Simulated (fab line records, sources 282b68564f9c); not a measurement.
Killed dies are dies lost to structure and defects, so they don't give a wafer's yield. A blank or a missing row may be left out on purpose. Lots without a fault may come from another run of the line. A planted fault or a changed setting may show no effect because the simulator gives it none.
fab line records | flow rit_cmos
record lots=5 wafers=23
route steps=202 shown PLDD@122 SPACER@125 SDANNEAL@154 CONTACT@173 M1@192
start_h: hours from the record's first day to the start of the lot's first wafer shown | wait_h: hours since the lot's step before | " the same as in the row above | L1.1+2: a row that stands for several wafers | - no value, or no start given | * or withheld: withheld | < > ~ a bound
route shown NAME@n: a module of which the file shows steps, and the number in the route of the first | usual: mean/standard deviation of fault-free wafers | same: alike in all rows | chamber/n: place in a boat | sites: the reading at each site | _std_site: their standard deviation | _edge_site: outer sites' mean less inner sites' | radius_mm: how far each site lies from the wafer's centre | mask NAME#n: copy n | behind: the tool/chamber that last shaped the wafer | hold: why the lot was held/for how many hours/how that ended | device: the transistor (n, p or np) that didn't switch | end of line: the same wafers' tests at the end of the route | a step without rows: its recipe alone | killed: dies lost to structure and defects at the first sort, not the wafer's yield | map: a wafer's dies, x killed, . not, _ none there
set.NAME: the setting as run; set.NAME@STEP: as run at that earlier step | model.NAME: the simulator's own value behind a step, which no gauge read
lots whose settings were changed on purpose; a table a step, a row a wafer
## steps
# step RIT_PLDD_IMPLANT_08
# recipe species=BF2 energy_kev=20 dose_cm2=9e+14 tilt_deg=7
# columns lot.wafer tool chamber start_h wait_h set.energy_kev model.implant.rp_nm model.implant.drp_nm
L074.1+5+6 implanter-02 0 48.13 0.1 18.88 16.47 9.365
L074.2+4 " 0 " " 20 17.23 9.752
L075.1+6 implanter-02 0 54.83 0.1 20 17.78 9.752
L075.2+3+4 " 0 " " 20.95 18.43 10.07
L080.4+5+6 implanter-02 0 79.96 0.1 20 17.44 9.752
L081.1+2+3+4+5 implanter-04 0 85.94 0.1 20 17.62 9.752
L085.1+2+3+5+6 implanter-04 0 104.83 0.1 20 17.09 9.752
# step RIT_PLDD_STRIP_09
# recipe chemistry=O2 time_s=180 resist=NOVOLAK platen_temp_c=withheld power_w=500 pressure_mtorr=4000 o2_flow_sccm=4000
# step RIT_PLDD_TW_MEAS_10
# usual PLDD_TW=2351/12
# columns lot.wafer tool chamber start_h wait_h set.energy_kev@PLDD_IMPLANT_08 PLDD_TW
L074.1 film_metro-01 - 48.45 0.1 18.88 2311
L074.2 " - " " 20 2352
L074.4 " - " " 20 2346
L074.5 " - " " 18.88 2313
L074.6 " - " " 18.88 2308
L075.1 film_metro-04 - 55.15 0.1 20 2350
L075.2 " - " " 20.95 2380
L075.3 " - " " 20.95 2368
L075.4 " - " " 20.95 2379
L075.6 " - " " 20 2348
L080.4 film_metro-03 - 80.24 0.1 20 2350
L080.5 " - " " 20 2357
L080.6 " - " " 20 2362
L081.1 film_metro-04 - 86.26 0.1 20 2372
L081.2 " - " " 20 2353
L081.3 " - " " 20 2363
L081.4 " - " " 20 2356
L081.5 " - " " 20 2365
L085.1 film_metro-01 - 105.15 0.1 20 2373
L085.2 " - " " 20 2372
L085.3 " - " " 20 2358
L085.5 " - " " 20 2375
L085.6 " - " " 20 2371
# step RIT_SPACER_CLEAN_00
# recipe chemistry=SC1 mix=3:3:50 time_s=600 temp_c=75
# columns lot.wafer tool chamber start_h wait_h set.ox_time_s@REOX_OXIDATION_03 model.SiO2_of_REOX_OXIDATION_03.thk_nm
L074.1 wet_bench-04 2 48.51 0.1 5362 22.37
L074.2 " 2 " " 5362 21.89
L074.4 " 2 " " 5362 22.09
L074.5 " 2 " " 5362 22.38
L074.6 " 2 " " 5362 22.19
L075.1 wet_bench-01 2 55.21 0.1 4963 21.55
L075.2 " 2 " " 4963 21.37
L075.3 " 2 " " 4963 21.14
L075.4 " 2 " " 4963 21.86
L075.6 " 2 " " 4963 21.6
L080.4 wet_bench-03 1 80.27 0.0 5580 22.75
L080.5 " 1 " " 5580 22.81
L080.6 " 1 " " 5580 22.56
L081.1 wet_bench-03 1 86.32 0.1 5580 23.63
L081.2 " 1 " " 5580 23.52
L081.3 " 1 " " 5580 23.57
L081.4 " 1 " " 5580 23.17
L081.5 " 1 " " 5580 23.48
L085.1 wet_bench-04 2 105.21 0.1 6223 25.45
L085.2 " 2 " " 6223 25.15
L085.3 " 2 " " 6223 24.91
L085.5 " 2 " " 6223 25.4
L085.6 " 2 " " 6223 25.32
# step RIT_SPACER_CVD_03
# recipe material=Si3N4 target_thk_nm=250 temp_c=810 precursor=SiH2Cl2/NH3 time_s=3300 pressure_mtorr=300 sih2cl2_flow_sccm=60 nh3_flow_sccm=150
# columns lot.wafer tool chamber start_h wait_h set.temp_c model.Si3N4_of_SPACER_CVD_03.thk_nm
L074.1 - - - 0.9 820 298.3
L074.2+4 " - " " 820 299.1
L074.5 " - " " 820 296.6
L074.6 " - " " 820 297.9
L075.1+6 - - - 0.0 800 206.6
L075.2 " - " " 800 206.7
L075.3 " - " " 800 207.3
L075.4 " - " " 800 205.1
L080.4 lpcvd-01 0 80.64 0.0 810 251.8
L080.5 " 0 " " 810 254.3
L080.6 " 0 " " 810 252.5
L081.1 - - - 0.0 831 360
L081.2 " - " " 831 360.2
L081.3 " - " " 831 360.8
L081.4 " - " " 831 361.1
L081.5 " - " " 831 360.3
L085.1 - - - 0.0 802.4 221.2
L085.2 " - " " 802.4 219.2
L085.3+5 " - " " 802.4 219.7
L085.6 " - " " 802.4 218.2
# step RIT_SPACER_THK_MEAS_04
# recipe reads=Si3N4_of_SPACER_CVD_03
# usual SPACER_NITRIDE_THK=250.1/1.9
# columns lot.wafer tool chamber start_h wait_h set.temp_c@SPACER_CVD_03 SPACER_NITRIDE_THK[nm]
L074.1 film_metro-02 - - - 820 298.1
L074.2 " - " " 820 298.9
L074.4 " - " " 820 299.2
L074.5 " - " " 820 296.8
L074.6 " - " " 820 297.9
L075.1 film_metro-01 - - - 800 206.5
L075.2 " - " " 800 206.7
L075.3 " - " " 800 207.1
L075.4 " - " " 800 205.1
L075.6 " - " " 800 206.5
L080.4 film_metro-03 - 83.55 0.0 810 251.7
L080.5 " - " " 810 254.5
L080.6 " - " " 810 252.5
L081.1 film_metro-03 - - - 831 360.0
L081.2 " - " " 831 360.1
L081.3 " - " " 831 360.7
L081.4 " - " " 831 361.2
L081.5 " - " " 831 360.2
L085.1 film_metro-03 - - - 802.4 221.3
L085.2 " - " " 802.4 219.2
L085.3 " - " " 802.4 219.7
L085.5 " - " " 802.4 219.9
L085.6 " - " " 802.4 218.3
# step RIT_SPACER_ETCHBACK_05
# recipe target_depth_a=2500 SF6_flow_sccm=30 CHF3_flow_sccm=30 target=Si3N4 chemistry=SF6/CHF3 pressure_mtorr=40 rf_w=250 time_s=240 stop_on=SiO2
# usual oes_product_au=0.844/0.0084
# columns lot.wafer tool chamber start_h wait_h set.temp_c@SPACER_CVD_03 oes_product_au model.Si3N4_of_SPACER_CVD_03.thk_nm model.etch.depth_nm
L074.1 rie_diel-01 2 51.82 0.1 820 0.960 235.3 298.3
L074.2 " 3 " " 820 0.966 232.8 299.1
L074.4 " 0 " " 820 0.952 232.8 299.1
L074.5 " 1 " " 820 0.954 233.2 296.6
L074.6 " 2 " " 820 0.971 234.6 297.9
L075.1 rie_diel-01 1 58.55 0.1 800 0.745 162.6 206.6
L075.2 " 3 " " 800 0.738 162.3 206.7
L075.3 " 0 " " 800 0.735 161.8 207.3
L075.4 " 2 " " 800 0.747 162.1 205.1
L075.6 " 3 " " 800 0.742 162.2 206.6
L080.4 rie_diel-02 1 83.58 0.0 810 0.848 199.3 251.8
L080.5 " 0 " " 810 0.850 200.3 254.3
L080.6 " 3 " " 810 0.858 198.5 252.5
L081.1 rie_diel-04 0 88.67 0.1 831 1.050 277.4 331.8
L081.2 " 2 " " 831 1.015 279.4 324.4
L081.3 " 1 " " 831 0.996 282.5 313.7
L081.4 " 2 " " 831 1.015 280.3 323.6
L081.5 " 1 " " 831 1.018 280.6 319.7
L085.1 rie_diel-04 1 108.53 0.1 802.4 0.765 172.4 221.2
L085.2 " 0 " " 802.4 0.772 168.3 219.2
L085.3 " 2 " " 802.4 0.765 171 219.7
L085.5 " 0 " " 802.4 0.768 168.8 219.7
L085.6 " 2 " " 802.4 0.760 169.6 218.2
# step RIT_SDANNEAL_CLEAN_01
# recipe chemistry=dHF dilution=50:1 time_s=30
# columns lot.wafer tool chamber start_h wait_h set.time_s
L074.1+2+4+5+6 - - - 0.0 30
L075.1+2+3+4+6 - - - 0.0 30
L080.4+5+6 wet_bench-04 0 87.32 0.0 30
L081.1+2+3+4+5 - - - 0.0 33.22
L085.1+2+3+5+6 - - - 0.0 30
# step RIT_SDANNEAL_CLEAN_02
# recipe chemistry=SC2 mix=3:3:50 time_s=600 temp_c=75 dry=n2_spin
# step RIT_SDANNEAL_RTA_03
# recipe temp_c=1050 time_s=5 idle_temp_c=600 ramp_up_c_per_s=342 ramp_down_c_per_s=171 cool_to_c=600 ambient=N2
# step RIT_SDANNEAL_RS_MEAS_06
# recipe thk_meas_gauge=four-point-probe
# usual PLDD_RS=178.9/0.51
# columns lot.wafer tool chamber start_h wait_h set.energy_kev@PLDD_IMPLANT_08 PLDD_RS[ohm/sq]
L074.1 film_metro-03 - 55.73 0.1 18.88 182.8
L074.2 " - " " 20 179.2
L074.4 " - " " 20 178.9
L074.5 " - " " 18.88 183.2
L074.6 " - " " 18.88 182.9
L075.1 film_metro-03 - 62.21 0.1 20 179.0
L075.2 " - " " 20.95 176.3
L075.3 " - " " 20.95 176.3
L075.4 " - " " 20.95 176.5
L075.6 " - " " 20 178.9
L080.4 film_metro-04 - 87.91 0.1 20 178.4
L080.5 " - " " 20 178.0
L080.6 " - " " 20 178.2
L081.1 film_metro-01 - 92.78 0.1 20 179.2
L081.2 " - " " 20 178.4
L081.3 " - " " 20 178.8
L081.4 " - " " 20 179.2
L081.5 " - " " 20 178.9
L085.1 film_metro-01 - 112.51 0.1 20 179.4
L085.2 " - " " 20 179.0
L085.3 " - " " 20 179.1
L085.5 " - " " 20 179.3
L085.6 " - " " 20 179.0
# step RIT_CONTACT_EXPOSE_05
# recipe mask_id=M11 na=0.6 source_shape=conventional sigma_outer=0.5 target_cd_nm=1000 dose_mj=250
# columns lot.wafer tool chamber start_h wait_h mask set.dose_mj
L074.1+6 iline_stepper-02 0 57.04 0.1 M11#0 250
L074.2+4+5 " 0 " " M11#0 242.1
L075.1+2+3 iline_stepper-02 0 63.53 0.1 M11#0 232.9
L075.4+6 " 0 " " M11#0 250
L080.4+5+6 iline_stepper-01 0 89.22 0.1 M11#0 250
L081.1+3 iline_stepper-02 0 94.25 0.2 M11#0 250
L081.2+4+5 " 0 " " M11#0 258.2
L085.1+6 iline_stepper-01 0 113.98 0.2 M11#0 250
L085.2+3+5 " 0 " " M11#0 256.1
# step RIT_CONTACT_PEB_06
# recipe resist=NOVOLAK temp_c=withheld time_s=withheld
# step RIT_CONTACT_DEVELOP_07
# recipe resist=NOVOLAK develop_time_s=120 dev_temp_c=23
# step RIT_CONTACT_CD_MEAS_08
# recipe target_cd_nm=1000
# usual cd_nm=999.1/2.4
# columns lot.wafer tool chamber start_h wait_h set.dose_mj@CONTACT_EXPOSE_05 cd_nm
L074.1 cd_sem-02 - 57.56 - 250 1000.3
L074.2 " - " " 242.1 990.1
L074.4 " - " " 242.1 991.4
L074.5 " - " " 242.1 989.6
L074.6 " - " " 250 1000.4
L075.1 cd_sem-02 - 64.05 - 232.9 977.3
L075.2 " - " " 232.9 980.9
L075.3 " - " " 232.9 980.9
L075.4 " - " " 250 998.5
L075.6 " - " " 250 999.5
L080.4 cd_sem-02 - 89.74 - 250 997.4
L080.5 " - " " 250 995.9
L080.6 " - " " 250 999.0
L081.1 cd_sem-01 - 94.77 - 250 999.9
L081.2 " - " " 258.2 1010.4
L081.3 " - " " 250 998.4
L081.4 " - " " 258.2 1006.7
L081.5 " - " " 258.2 1009.2
L085.1 cd_sem-02 - 114.49 - 250 1000.9
L085.2 " - " " 256.1 1006.0
L085.3 " - " " 256.1 1006.2
L085.5 " - " " 256.1 1008.5
L085.6 " - " " 250 1000.2
# step RIT_CONTACT_ETCH_11
# recipe target_depth_a=4800 over_etch_frac=0.2 stop_on=TiSi2 chemistry=CHF3/CF4/Ar target=SiO2 CHF3_flow_sccm=50 cf4_flow_sccm=10 Ar_flow_sccm=100 O2_flow_sccm=5 pressure_mtorr=100 rf_w=200 time_s=320
# columns lot.wafer tool chamber start_h wait_h set.over_etch_frac set.dose_mj@CONTACT_EXPOSE_05 model.CONTACT.cd_nm
L074.1 rie_diel-03 1 57.87 0.1 0.2 250 1001
L074.2 " 2 " " 0.1514 242.1 990
L074.4 " 0 " " 0.1514 242.1 991.2
L074.5 " 3 " " 0.2 242.1 989.7
L074.6 " 2 " " 0.1514 250 1000
L075.1 rie_diel-03 3 64.36 0.1 0.1487 232.9 976.9
L075.2 " 1 " " 0.2 232.9 980.7
L075.3 " 0 " " 0.2 232.9 981
L075.4 " 2 " " 0.1487 250 998.6
L075.6 " 3 " " 0.2 250 999.5
L080.4 rie_diel-03 1 89.99 0.1 0.2 250 997.4
L080.5 " 1 " " 0.2 250 996
L080.6 " 2 " " 0.2 250 998.8
L081.1 rie_diel-04 1 95.07 0.1 0.2 250 1000
L081.2 " 0 " " 0.2307 258.2 1010
L081.3 " 2 " " 0.2307 250 998.4
L081.4 " 3 " " 0.2 258.2 1007
L081.5 " 1 " " 0.2 258.2 1009
L085.1 rie_diel-04 1 114.80 0.1 0.2 250 1001
L085.2 " 2 " " 0.2208 256.1 1006
L085.3 " 0 " " 0.2 256.1 1006
L085.5 " 1 " " 0.2 256.1 1008
L085.6 " 0 " " 0.2208 250 1001
# step RIT_CONTACT_STRIP_12
# recipe chemistry=O2 time_s=180 resist=NOVOLAK platen_temp_c=withheld power_w=500 pressure_mtorr=4000 o2_flow_sccm=4000
# step RIT_CONTACT_CD_MEAS_90
# recipe target_cd_nm=1000
# usual cd_nm=999.1/2.3
# columns lot.wafer tool chamber start_h wait_h set.dose_mj@CONTACT_EXPOSE_05 cd_nm
L074.1 cd_sem-01 - 58.24 0.1 250 1000.9
L074.2 " - " " 242.1 989.7
L074.4 " - " " 242.1 991.0
L074.5 " - " " 242.1 989.8
L074.6 " - " " 250 1000.1
L075.1 cd_sem-01 - 64.73 0.1 232.9 977.1
L075.2 " - " " 232.9 980.7
L075.3 " - " " 232.9 980.7
L075.4 " - " " 250 998.6
L075.6 " - " " 250 999.3
L080.4 cd_sem-02 - 90.42 0.1 250 997.2
L080.5 " - " " 250 995.9
L080.6 " - " " 250 998.7
L081.1 cd_sem-01 - 95.55 0.2 250 1000.4
L081.2 " - " " 258.2 1010.2
L081.3 " - " " 250 998.3
L081.4 " - " " 258.2 1007.2
L081.5 " - " " 258.2 1008.8
L085.1 cd_sem-01 - 115.17 0.1 250 1001.0
L085.2 " - " " 256.1 1005.7
L085.3 " - " " 256.1 1006.3
L085.5 " - " " 256.1 1007.8
L085.6 " - " " 250 1000.9
# step RIT_M1_DEVELOP_08
# recipe resist=NOVOLAK develop_time_s=68 dev_temp_c=23
# columns lot.wafer tool chamber start_h wait_h set.develop_time_s
L074.1+5+6 litho_track-01 0 - - 75.2
L074.2+4 " 0 " " 68
L075.1+2 litho_track-04 0 - - 73.41
L075.3+4+6 " 0 " " 68
L080.4+5+6 litho_track-03 0 - - 68
L081.1+3+5 litho_track-03 0 - - 72.74
L081.2+4 " 0 " " 68
L085.1+3+6 litho_track-03 0 - - 68
L085.2+5 " 0 " " 61.75
# step RIT_M1_CD_MEAS_09
# recipe target_cd_nm=2600
# usual cd_nm=2599.7/1.7
# columns lot.wafer tool chamber start_h wait_h set.develop_time_s@M1_DEVELOP_08 cd_nm
L074.1 cd_sem-02 - 60.11 - 75.2 2590.9
L074.2 " - " " 68 2599.7
L074.4 " - " " 68 2599.3
L074.5 " - " " 75.2 2588.0
L074.6 " - " " 75.2 2589.3
L075.1 cd_sem-01 - 66.66 - 73.41 2591.1
L075.2 " - " " 73.41 2592.3
L075.3 " - " " 68 2598.8
L075.4 " - " " 68 2599.8
L075.6 " - " " 68 2598.6
L080.4 cd_sem-02 - 92.84 - 68 2599.2
L080.5 " - " " 68 2598.1
L080.6 " - " " 68 2598.3
L081.1 cd_sem-02 - 97.37 - 72.74 2589.8
L081.2 " - " " 68 2599.2
L081.3 " - " " 72.74 2591.0
L081.4 " - " " 68 2598.5
L081.5 " - " " 72.74 2592.4
L085.1 cd_sem-01 - 116.99 - 68 2602.2
L085.2 " - " " 61.75 2610.4
L085.3 " - " " 68 2600.4
L085.5 " - " " 61.75 2609.6
L085.6 " - " " 68 2601.1
# step RIT_M1_HARDBAKE_11
# recipe resist=NOVOLAK temp_c=140 time_s=120
# columns lot.wafer tool chamber start_h wait_h set.temp_c
L074.1+2+4 litho_track-04 0 60.27 0.0 140
L074.5+6 " 0 " " 141.1
L075.1+6 litho_track-01 0 67.15 0.4 136.9
L075.2+3+4 " 0 " " 140
L080.4+5+6 litho_track-03 0 93.06 0.1 140
L081.1+3+4 litho_track-01 0 97.56 0.1 141.8
L081.2+5 " 0 " " 140
L085.1+2+6 litho_track-03 0 117.15 0.0 140
L085.3+5 " 0 " " 138.4
# step RIT_M1_METAL_ETCH_12
# recipe stop_on=SiO2 chemistry=Cl2/BCl3 target=Al time_s=165 over_etch_frac=0.5 pressure_mtorr=100 target_depth_a=6000 rf_w=242.8 Cl2_flow_sccm=60 bcl3_flow_sccm=50
# step RIT_M1_STRIP_13
# recipe chemistry=nmp resist=NOVOLAK temp_c=80 time_s=600 dry=n2_spin
# step RIT_M1_STRIP_14
# recipe chemistry=O2 time_s=180 platen_temp_c=withheld power_w=500 pressure_mtorr=4000 o2_flow_sccm=4000
# step RIT_M1_CD_MEAS_90
# recipe target_cd_nm=2600
# usual cd_nm=2600.5/2.5
# columns lot.wafer tool chamber start_h wait_h set.develop_time_s@M1_DEVELOP_08 cd_nm
L074.1 cd_sem-01 - 61.03 0.1 75.2 2590.4
L074.2 " - " " 68 2602.3
L074.4 " - " " 68 2602.5
L074.5 " - " " 75.2 2588.0
L074.6 " - " " 75.2 2591.9
L075.1 cd_sem-02 - 67.91 0.1 73.41 2589.9
L075.2 " - " " 73.41 2590.8
L075.3 " - " " 68 2597.0
L075.4 " - " " 68 2600.9
L075.6 " - " " 68 2599.0
L080.4 cd_sem-02 - 93.76 0.1 68 2598.8
L080.5 " - " " 68 2598.5
L080.6 " - " " 68 2599.4
L081.1 cd_sem-01 - 98.32 0.1 72.74 2588.6
L081.2 " - " " 68 2599.8
L081.3 " - " " 72.74 2589.6
L081.4 " - " " 68 2596.6
L081.5 " - " " 72.74 2591.1
L085.1 cd_sem-01 - 117.91 0.1 68 2604.7
L085.2 " - " " 61.75 2612.0
L085.3 " - " " 68 2603.2
L085.5 " - " " 61.75 2610.5
L085.6 " - " " 68 2602.4
# step RIT_M1_ANNEAL_15
# recipe temp_c=450 time_s=1800 ambient=forming_gas_H2N2
# columns lot.wafer tool chamber start_h wait_h set.time_s
L074.1+2+4+5+6 - - - 0.1 1661
L075.1+2+3+4+6 - - - 0.1 1800
L080.4+5+6 furnace-02 0 94.66 0.9 1800
L081.1+2+3+4+5 - - - 0.1 1800
L085.1+2+3+5+6 - - - 0.1 1636
# step RIT_M1_PROBE_99
# columns lot.wafer tool chamber start_h wait_h set.pressure_mtorr@ACTIVE_CVD_03 set.temp_c@SPACER_CVD_03 model.etest.pplus_sal.width_nm model.etest.nplus_sal.width_nm model.etest.pldd.rs_ohm_sq
L074.1 prober-02 - 62.77 0.1 300 820 3334 3325 507.2
L074.2 prober-02 - 62.82 0.1 300 820 3363 3397 435.2
L074.4 prober-02 - 62.92 0.2 300 820 3366 3340 445.7
L074.5 prober-02 - 62.97 0.2 300 820 3352 3348 510.7
L074.6 prober-02 - 63.02 0.2 300 820 3348 3356 495.2
L075.4 prober-01 - 69.81 0.2 317.5 800 3493 3508 404.1
L080.4 prober-02 - 96.43 0.2 300 810 3394 3406 472.5
L080.5 prober-02 - 96.48 0.2 300 810 3439 3448 475.2
L080.6 prober-02 - 96.53 0.2 300 810 3433 3428 463.9
L081.1+2+3+4+5 prober-01 - 100.06 0.1 300 831 - - -
L085.1 prober-01 - 119.65 0.1 265.9 802.4 3507 3490 708
L085.3 prober-01 - 119.75 0.2 265.9 802.4 3512 3499 658.3
L085.6 prober-01 - 119.90 0.2 265.9 802.4 3498 3497 688.9
# killed by level:class
L080.4 FOX1:geometric_particle:short=2 FOX2:geometric_particle:short=2 FOX2:geometric_particle:open=1 GATE:geometric_particle:short=1 SPACER:geometric_particle:short=1 SILICIDE:geometric_particle:open=1
L080.5 GATE:geometric_particle:open=2 FOX1:geometric_particle:short=1 GATE:geometric_particle:short=1 REOX:geometric_particle:short=1
L080.6 GATE:geometric_particle:short=3 GATE:geometric_particle:open=2 REOX:geometric_particle:short=1
## key
split step=RIT_PLDD_IMPLANT_08 setting=energy_kev stated=20 by=wafer
response step=RIT_PLDD_IMPLANT_08 reading=model.implant.rp_nm change=+0.136 per=1% r=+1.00
response step=RIT_PLDD_IMPLANT_08 reading=model.implant.drp_nm change=+0.0686 per=1% r=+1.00
response step=RIT_PLDD_TW_MEAS_10 reading=PLDD_TW change=+6.33 per=1% r=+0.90
response step=RIT_SDANNEAL_RS_MEAS_06 reading=PLDD_RS change=-0.635 per=1% r=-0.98
split step=RIT_SPACER_CVD_03 setting=temp_c stated=810 by=lot
response step=RIT_SPACER_CVD_03 reading=model.Si3N4_of_SPACER_CVD_03.thk_nm change=+39.5 per=1% r=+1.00
response step=RIT_SPACER_THK_MEAS_04 reading=SPACER_NITRIDE_THK change=+39.5 per=1% r=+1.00
response step=RIT_SPACER_ETCHBACK_05 reading=oes_product_au change=+0.0751 per=1% r=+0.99
response step=RIT_SPACER_ETCHBACK_05 reading=model.Si3N4_of_SPACER_CVD_03.thk_nm change=+30.6 per=1% r=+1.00
response step=RIT_SPACER_ETCHBACK_05 reading=model.etch.depth_nm change=+31.1 per=1% r=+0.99
response step=RIT_M1_PROBE_99 reading=model.etest.pplus_sal.width_nm change=-65.3 per=1% r=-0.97
response step=RIT_M1_PROBE_99 reading=model.etest.nplus_sal.width_nm change=-64.4 per=1% r=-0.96
split step=RIT_SDANNEAL_CLEAN_01 setting=time_s stated=30 by=lot
response none clear
split step=RIT_CONTACT_EXPOSE_05 setting=dose_mj stated=250 by=wafer
response step=RIT_CONTACT_CD_MEAS_08 reading=cd_nm change=+2.87 per=1% r=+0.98
response step=RIT_CONTACT_ETCH_11 reading=model.CONTACT.cd_nm change=+2.86 per=1% r=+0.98
response step=RIT_CONTACT_CD_MEAS_90 reading=cd_nm change=+2.86 per=1% r=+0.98
split step=RIT_CONTACT_ETCH_11 setting=over_etch_frac stated=0.2 by=wafer
response none clear
split step=RIT_M1_DEVELOP_08 setting=develop_time_s stated=68 by=wafer
response step=RIT_M1_CD_MEAS_09 reading=cd_nm change=-0.975 per=1% r=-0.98
response step=RIT_M1_CD_MEAS_90 reading=cd_nm change=-1.06 per=1% r=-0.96
split step=RIT_M1_HARDBAKE_11 setting=temp_c stated=140 by=wafer
response none clear
split step=RIT_M1_ANNEAL_15 setting=time_s stated=1800 by=lot
response none clear
split outside_this_file step=RIT_ACTIVE_CVD_03 setting=pressure_mtorr
split outside_this_file step=RIT_REOX_OXIDATION_03 setting=ox_time_s
# split outside_this_file: this setting was split too, and the file shows its column; the key of that split is in another file
